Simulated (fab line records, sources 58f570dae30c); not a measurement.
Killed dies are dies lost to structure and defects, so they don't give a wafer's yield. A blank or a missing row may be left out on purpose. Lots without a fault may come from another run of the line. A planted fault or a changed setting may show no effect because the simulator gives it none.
One fault seen from 2 desks | flow berkeley_cmos170 | each desk has only its own numbers; what lay behind them comes last

THE TOOL OWNER'S DESK: implanter-03
The tool's own readings at UCB170_NLDD_IMPLANT_09: means of the sampled wafers that have a number, for each lot that ran on this tool. A lot is out of limits, marked OUT, if its mean lies more than 4 standard deviations from the usual mean; the brackets give that distance.
Columns: A = beam_on_s at UCB170_NLDD_IMPLANT_09, usual 10.01 s; B = faraday_current_uA at UCB170_NLDD_IMPLANT_09, usual 158
lot  | first seen here | A               | B
L267 | day 7 23:59     | 9.74            | 163
L271 | day 8 17:54     | 10.17           | 156
L277 | day 9 22:02     | 14.34 (+23) OUT | 110 (-15) OUT
L278 | day 10 10:43    | 14.45 (+23) OUT | 110 (-16) OUT
This desk's finding: out of limits on L277, L278; first on L277, day 9 22:02 (beam_on_s at UCB170_NLDD_IMPLANT_09). In limits: L267, L271.

THE METROLOGY DESK
What the gauges read, lot by lot, whatever tool the lot ran on: means of the sampled wafers that have a number. A lot is out of limits, marked OUT, if its mean lies more than 4 standard deviations from the usual mean; the brackets give that distance.
Columns: A = NLDD_TW at UCB170_NLDD_TW_MEAS_11, usual 2222; B = NLDD_RS at UCB170_SDANNEAL_RS_MEAS_05, usual 617.0 ohm/sq
lot  | first seen here | A               | B
L268 | day 8 00:02     | 2212            | 616.2
L269 | day 8 00:02     | 2186            | 615.5
L267 | day 8 00:13     | 2213            | 618.0
L270 | day 8 00:20     | 2247            | 615.2
L271 | day 8 18:09     | 2184            | 615.7
L272 | day 8 18:20     | 2215            | 617.7
L277 | day 9 22:16     | 2356 (+5.0) OUT | 541.7 (-58) OUT
L278 | day 10 10:57    | 2322            | 539.6 (-60) OUT
L285 | day 11 20:19    | 2259            | 616.5
L284 | day 11 20:34    | 2195            | 620.2
L288 | day 12 08:33    | 2246            | 617.8
L287 | day 12 08:48    | 2195            | 616.3
L290 | day 12 09:02    | 2195            | 615.3
L289 | day 12 18:16    | 2239            | 617.3
This desk's finding: out of limits on L277, L278; first on L277, day 9 22:16 (NLDD_TW at UCB170_NLDD_TW_MEAS_11). In limits: L268, L269, L267, L270, L271, L272, L285, L284, L288, L287, L290, L289.

PUT TOGETHER
The tool owner's desk could have raised an alarm at day 9 22:02, on L277, L278.
The metrology desk could have raised an alarm at day 9 22:16, on L277, L278.
Of the lots named, all ran UCB170_NLDD_IMPLANT_09 on implanter-03.

WHAT THE SIMULATOR HAD PUT IN
Process parameter drift: implanter-03, from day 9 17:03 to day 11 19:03, at UCB170_NLDD_IMPLANT_09. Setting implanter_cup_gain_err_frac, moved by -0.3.
Lots struck among those shown: L277, L278.
Hours from the fault's start to each desk's first reading out of limits: the tool owner's desk, 5; the metrology desk, 5.
